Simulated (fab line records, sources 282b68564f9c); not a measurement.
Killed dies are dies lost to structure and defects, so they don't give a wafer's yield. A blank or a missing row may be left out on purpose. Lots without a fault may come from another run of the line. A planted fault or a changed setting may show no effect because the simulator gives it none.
Split-lot experiment | flow rit_cmos | 5 lots, 23 wafers read, on a route of 202 steps

THE SPLIT
At RIT_M1_METAL_ETCH_12 (etches Al in Cl2/BCl3, stops on SiO2, time 165 s, target depth 600 nm), the setting rf_w was moved away from the recipe's 250 W on 11 of the 23 wafers read, by -6.4% to +9.4%. The other wafers ran this setting at the recipe's value.

The reading is taken at the split's own step.

THE READING
NOVOLAK_of_M1_COAT_04.thk_nm (the simulator's own value, which no gauge read), in nm, at RIT_M1_METAL_ETCH_12 (etches Al in Cl2/BCl3, stops on SiO2, time 165 s, target depth 600 nm). The file gives no usual value for it. The 12 wafers here that ran the recipe average 803.1 nm, standard deviation 4.2 nm.

wafer  | tool, chamber at the split | rf_w as run, W | against the recipe | NOVOLAK_of_M1_COAT_04.thk_nm, nm | against lot-mates on the recipe
L074.1 | rie_metal-02, 1            | 250            | recipe             | 799.4                            | -
L074.2 | rie_metal-02, 0            | 250            | recipe             | 807                              | -
L074.5 | rie_metal-02, 1            | 250            | recipe             | 801.1                            | -
L075.1 | rie_metal-03, 0            | 273.4          | +9.4%              | 770.8                            | -29.6
L075.2 | rie_metal-03, 1            | 250            | recipe             | 800                              | -
L075.4 | rie_metal-03, 0            | 273.4          | +9.4%              | 771.7                            | -28.7
L075.5 | rie_metal-03, 0            | 250            | recipe             | 800.8                            | -
L075.6 | rie_metal-03, 1            | 273.4          | +9.4%              | 770.9                            | -29.5
L079.1 | rie_metal-01, 1            | 234.5          | -6.2%              | 827.5                            | +21.2
L079.2 | rie_metal-01, 0            | 234.5          | -6.2%              | 832                              | +25.8
L079.4 | rie_metal-01, 0            | 234.5          | -6.2%              | 830.7                            | +24.5
L079.5 | rie_metal-01, 0            | 250            | recipe             | 807.1                            | -
L079.6 | rie_metal-01, 1            | 250            | recipe             | 805.4                            | -
L080.1 | rie_metal-02, 0            | 234            | -6.4%              | 833.5                            | +26.6
L080.2 | rie_metal-02, 1            | 250            | recipe             | 806.6                            | -
L080.4 | rie_metal-02, 0            | 250            | recipe             | 809.7                            | -
L080.5 | rie_metal-02, 0            | 234            | -6.4%              | 829.3                            | +22.4
L080.6 | rie_metal-02, 1            | 250            | recipe             | 804.4                            | -
L085.1 | rie_metal-01, 1            | 250            | recipe             | 793.8                            | -
L085.2 | rie_metal-01, 0            | 257.9          | +3.2%              | 796.3                            | -1.5
L085.3 | rie_metal-01, 1            | 257.9          | +3.2%              | 786.9                            | -10.9
L085.4 | rie_metal-01, 0            | 257.9          | +3.2%              | 802.8                            | +5.0
L085.6 | rie_metal-01, 1            | 250            | recipe             | 801.8                            | -

THE FIT
A straight line over all 23 wafers: NOVOLAK_of_M1_COAT_04.thk_nm changes by -3.77 nm for each +1% of rf_w; r = -0.97; the points scatter about the line by 4.6 nm.
The same after taking each lot's own level away (the mean of its wafers on the recipe; 23 wafers): -3.29 nm for each +1%; r = -0.96; scatter 4.3 nm.
On that fit, the largest move of rf_w shifts the reading by 31 nm.
The lots' own levels span 797.80 to 806.90 nm, that is 2.2 times the standard deviation above.
So the lot-to-lot level changes the slope: the two fits differ.
Check: with one of the wafers moved furthest among these (+9.4%) left out of the fit, the line predicts -28.6 nm for it against its lot-mates. It came out at -29.6 nm against them.

OTHER SPLITS ON THESE WAFERS
These wafers also went through other splits before the reading. Each is held against what the fit with the lots' levels taken away leaves over:
other split on the same wafers              | wafers away from the commonest value | r with NOVOLAK_of_M1_COAT_04.thk_nm (lot level and that fit taken away)
RIT_REOX_OXIDATION_03 temp_c                | 18                                   | +0.12
RIT_NLDD_SOFTBAKE_02 time_s                 | 8                                    | -0.18
RIT_PLDD_IMPLANT_08 dose_cm2                | 7                                    | +0.01
RIT_SPACER_CVD_03 pressure_mtorr            | 18                                   | -0.08
RIT_SPACER_ETCHBACK_05 time_s               | 11                                   | -0.14
RIT_PSD_IMPLANT_08 dose_cm2                 | 9                                    | -0.17
RIT_SDANNEAL_RTA_03 time_s                  | 8                                    | +0.15
RIT_SILICIDE_SPUTTER_01 chamber_pressure_pa | 15                                   | +0.06
RIT_M1_EXPOSE_06 dose_mj                    | 9                                    | -0.04

THE FILE'S OWN FIT
NOVOLAK_of_M1_COAT_04.thk_nm changes by -3.31 nm for each +1% of rf_w, r = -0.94.
